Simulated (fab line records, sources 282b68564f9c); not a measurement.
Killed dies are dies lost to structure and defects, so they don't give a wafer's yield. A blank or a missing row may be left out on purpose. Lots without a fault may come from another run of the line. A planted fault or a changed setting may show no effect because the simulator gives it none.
Which tool did it? | flow rit_cmos | 14 lots, 42 wafers sampled, at 3 steps of a route of 202

WHAT THE GAUGES READ, wafer by wafer
RIT_PWELL_TW_MEAS_10. Usual: PWELL_TW 961, standard deviation 5.
lot  | measured    | on            | PWELL_TW       | flag
L127 | day 2 08:47 | film_metro-03 | 969 968 967    |
L128 | day 2 10:57 | film_metro-02 | 962 959 961    |
L129 | day 2 13:49 | film_metro-02 | 960 962 963    |
L130 | day 2 19:36 | film_metro-03 | 967 965 968    |
L131 | day 2 23:38 | film_metro-01 | 959 963 959    |
L132 | day 3 04:35 | film_metro-03 | 969 967 965    |
L134 | day 3 15:46 | film_metro-01 | 955 959 951    |
L135 | day 3 19:43 | film_metro-02 | 968 966 963    |
L136 | day 4 00:46 | film_metro-01 | 953 957 954    |
L138 | day 4 10:38 | film_metro-01 | 954 945 951    |
L144 | day 5 17:25 | film_metro-01 | 954 960 957    |
L145 | day 5 23:49 | film_metro-02 | 1072 1074 1072 | OFF
L146 | day 6 03:06 | film_metro-01 | 1076 1077 1075 | OFF
L147 | day 6 08:50 | film_metro-03 | 960 958 962    |

RIT_WELLDRIVE_RS_MEAS_02: measures by four-point-probe. Usual: PWELL_RS 429.4 ohm/sq, standard deviation 1.2.
lot  | measured    | on            | PWELL_RS (ohm/sq) | flag
L127 | day 2 14:03 | film_metro-01 | 430.4 429.5 430.4 |
L128 | day 2 16:13 | film_metro-02 | 431.0 431.9 431.2 |
L129 | day 2 20:27 | film_metro-01 | 429.8 429.7 429.7 |
L130 | day 3 00:52 | film_metro-03 | 428.0 427.9 428.4 |
L131 | day 3 04:54 | film_metro-01 | 427.5 427.4 428.8 |
L132 | day 3 09:52 | film_metro-01 | 429.8 429.9 429.1 |
L134 | day 3 21:02 | film_metro-01 | 428.3 428.7 429.9 |
L135 | day 4 02:07 | film_metro-02 | 431.1 429.9 430.2 |
L136 | day 4 06:02 | film_metro-01 | 430.5 431.3 431.1 |
L138 | day 4 15:53 | film_metro-02 | 429.6 431.9 429.4 |
L144 | day 5 22:42 | film_metro-03 | 429.7 428.2 429.7 |
L145 | day 6 05:05 | film_metro-02 | 346.0 345.7 346.9 | OFF
L146 | day 6 08:50 | film_metro-02 | 345.2 345.8 345.8 | OFF
L147 | day 6 14:07 | film_metro-02 | 428.1 429.4 428.1 |

WHICH TOOL RAN EACH LOT (tool, then ch and the chambers of the sampled wafers, then the start)
lot  | RIT_PWELL_IMPLANT_08
L127 | implanter-03 ch 0, day 2 08:28
L128 | implanter-04 ch 0, day 2 10:38
L129 | implanter-04 ch 0, day 2 13:30
L130 | implanter-04 ch 0, day 2 19:16
L131 | implanter-03 ch 0, day 2 23:19
L132 | implanter-04 ch 0, day 3 04:17
L134 | implanter-04 ch 0, day 3 15:26
L135 | implanter-03 ch 0, day 3 19:23
L136 | implanter-03 ch 0, day 4 00:26
L138 | implanter-01 ch 0, day 4 10:19
L144 | implanter-01 ch 0, day 5 17:07
L145 | implanter-01 ch 0, day 5 23:21
L146 | implanter-01 ch 0, day 6 02:47
L147 | implanter-03 ch 0, day 6 08:32
- RIT_PWELL_IMPLANT_08

WHAT THE TOOLS THEMSELVES READ (means of the sampled wafers that have a number; where no wafer has one, the mark that the record gives instead)
RIT_PWELL_IMPLANT_08. Usual: beam_energy_keV 170.00, standard deviation 0.05; dose_ions_cm2 7.001e+13, standard deviation 7.9e+10; faraday_current_uA 222, standard deviation 4.1.
lot  | tool         | beam_energy_keV | dose_ions_cm2 | faraday_current_uA | flag
L127 | implanter-03 | 170.00          | 7.003e+13     | 222                |
L128 | implanter-04 | 169.93          | 7.004e+13     | 220                |
L129 | implanter-04 | 169.95          | 7.009e+13     | 224                |
L130 | implanter-04 | 170.01          | 7.007e+13     | 224                |
L131 | implanter-03 | 169.95          | 6.998e+13     | 219                |
L132 | implanter-04 | 170.07          | 7.004e+13     | 221                |
L134 | implanter-04 | 169.99          | 7.009e+13     | 220                |
L135 | implanter-03 | 170.06          | 6.995e+13     | 227                |
L136 | implanter-03 | 170.08          | 7.003e+13     | 221                |
L138 | implanter-01 | 170.01          | 6.995e+13     | 224                |
L144 | implanter-01 | 170.03          | 6.994e+13     | 225                |
L145 | implanter-01 | 170.01          | 9.943e+13     | 314                | OFF
L146 | implanter-01 | 169.97          | 9.943e+13     | 314                | OFF
L147 | implanter-03 | 169.99          | 6.998e+13     | 219                |

THE ANSWER, worked out from the rows above alone
Rule: a lot is off if the mean of its wafers that have a number lies more than 3 standard deviations from the usual mean. A lot without any number at a reading at which 4 lots or more have one is off too. The other lots that the step has rows for count as sound. The gauges are gone through in route order, then the tools' own readings, and for those a lot's mean is taken as printed above. The first step at which some lot is off is used, and at that step the reading that is off furthest; a lot without a number counts as furthest.
Off: L145, L146, at RIT_PWELL_TW_MEAS_10 (PWELL_TW).
A tool fits if, at a process step before that reading, it ran every lot that is off, and no sound lot after the first of them. The gauges at RIT_PWELL_TW_MEAS_10 aren't tried: what is off there is off at RIT_PWELL_IMPLANT_08 too, on other tools, and a gauge's error can't cause that. One fits: implanter-01 at RIT_PWELL_IMPLANT_08. Its last sound lot is L144 (day 5 17:07), its first lot that is off L145 (day 5 23:21): a fault that began between those two fits.
The tool's own readings at RIT_PWELL_IMPLANT_08 bear it out: on the lots that are off they differ by more than 5 times the standard deviation of the sound lots' means. dose_ions_cm2 reads 9.943e+13 there against 7.002e+13 on the sound lots; faraday_current_uA reads 314 there against 222 on the sound lots.

WHAT THE SIMULATOR HAD PUT IN
Process parameter drift: implanter-01, from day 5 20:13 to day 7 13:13, at RIT_PWELL_IMPLANT_08. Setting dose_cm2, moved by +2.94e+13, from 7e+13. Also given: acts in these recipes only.
Lots struck among those shown: L145, L146. The rule above found the same.
